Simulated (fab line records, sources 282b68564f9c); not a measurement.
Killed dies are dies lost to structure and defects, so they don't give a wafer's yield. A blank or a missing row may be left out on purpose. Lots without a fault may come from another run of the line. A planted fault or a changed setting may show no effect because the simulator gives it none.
Problem report in the 8D (eight disciplines) form, filled by code | flow rit_cmos | the parts of the form that need people (team, actions taken, sign-off) are left out

1. THE PROBLEM
SPACER_NITRIDE_THK at RIT_SPACER_THK_MEAS_04 reads a mean of 399.3 nm on 9 wafers of 3 lots; wafers without a fault read 250.3 nm with a standard deviation of 2.8. That is +53 standard deviations from the usual mean.
First seen on wafer L630.3, day 4 16:21, on film_metro-01. The record holds 42 wafers of 14 lots with a number at this step. Rule for "out", or "out of limits": more than 4 standard deviations from the usual mean. The other wafers with a number count as sound.

2. WHAT IT IS AND WHAT IT IS NOT
question                    | is                           | is not
which readings at this step | SPACER_NITRIDE_THK           | -
which lots                  | L630, L632, L634             | L622, L623, L624, L625, L626, L627, L628, L636, L641, L643, L645
which wafers of those lots  | all that have a number       | -
read on which gauges        | film_metro-01, film_metro-04 | film_metro-02
when                        | from day 4 16:21             | up to then (21 sound wafers); but 12 sound wafers of L636, L641, L643, L645 came after

3. SUSPECTS, AND WHAT RULES EACH OUT
Counting: a tool at a process step up to the reading stays a suspect if it ran every lot that is out and no sound lot after the first of them.
- the gauge at RIT_SPACER_THK_MEAS_04: ruled out. The wafers that are out were read on 2 gauges (film_metro-01, film_metro-04).
- lpcvd-01 at RIT_SPACER_CVD_03 (deposits Si3N4 from SiH2Cl2/NH3, target thk 250 nm, time 3300 s): kept. It ran every lot that is out, first L630 (day 4 14:25), and no sound lot after that; its last sound lot up to then is L627 (day 4 02:20). Its own readings are out on those wafers: spike_tc_centre_C, spike_tc_load_C, spike_tc_source_C, susceptor_temp_C.
Left after counting: lpcvd-01 at RIT_SPACER_CVD_03.

4. THE CAUSE (what the simulator had put in)
Process parameter drift: lpcvd-01, from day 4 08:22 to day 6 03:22, at RIT_SPACER_CVD_03. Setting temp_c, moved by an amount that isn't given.
Counting left only this tool.

5. THE CHAIN OF EFFECTS, in route order
Each row: a reading whose mean over the struck wafers that have a number lies more than 3 standard deviations from the usual. Only readings for which the record gives a usual standard deviation are gone through. hours: the time from each lot's start at the first step in this table that gives one to its start at this step, as a median over the lots. sigmas: the change in usual standard deviations.
hours | step                   | reading             | usual      | on struck wafers | change | sigmas
0     | RIT_SPACER_CVD_03      | spike_tc_centre_C   | 812.5 C    | 839.4            | +26.9  | +22
0     | RIT_SPACER_CVD_03      | spike_tc_load_C     | 834.9 C    | 862.6            | +27.7  | +23
0     | RIT_SPACER_CVD_03      | spike_tc_source_C   | 832 C      | 861              | +29    | +8.6
0     | RIT_SPACER_CVD_03      | susceptor_temp_C    | 810.0 C    | 836.7            | +26.7  | +70
2     | RIT_SPACER_THK_MEAS_04 | SPACER_NITRIDE_THK  | 250.3 nm   | 399.3            | +149.0 | +53
2     | RIT_SPACER_ETCHBACK_05 | oes_product_au      | 0.847 a.u. | 0.993            | +0.146 | +10
14    | RIT_M1_PROBE_99        | killed_at_front_end | 7          | 264              | +257   | +86
14    | RIT_M1_PROBE_99        | killed_dies         | 7          | 264              | +257   | +86
14    | RIT_M1_PROBE_99        | killed_on_rim       | 2.0        | 70.0             | +68.0  | +57
The process steps in it:
- RIT_SPACER_CVD_03: deposits Si3N4 from SiH2Cl2/NH3, target thk 250 nm, time 3300 s.
- RIT_SPACER_ETCHBACK_05: etches Si3N4 in SF6/CHF3, stops on SiO2, target depth 250 nm, time 240 s.
- RIT_M1_PROBE_99

6. WHAT WOULD HAVE CAUGHT IT SOONER
In this record the first reading out of limits at a measuring or inspecting step was taken at day 4 16:21, 8 hours after the fault began at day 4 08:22.
The tool's own readings at RIT_SPACER_CVD_03 were out on every struck wafer that the step has a row for (spike_tc_centre_C, spike_tc_load_C, spike_tc_source_C, susceptor_temp_C): an alarm limit on them would have fired on the first of those.
Of the lots that are out (3), L632, L634 began RIT_SPACER_CVD_03 on lpcvd-01 after day 4 16:21. A hold on the tool at that time would have spared those 2.
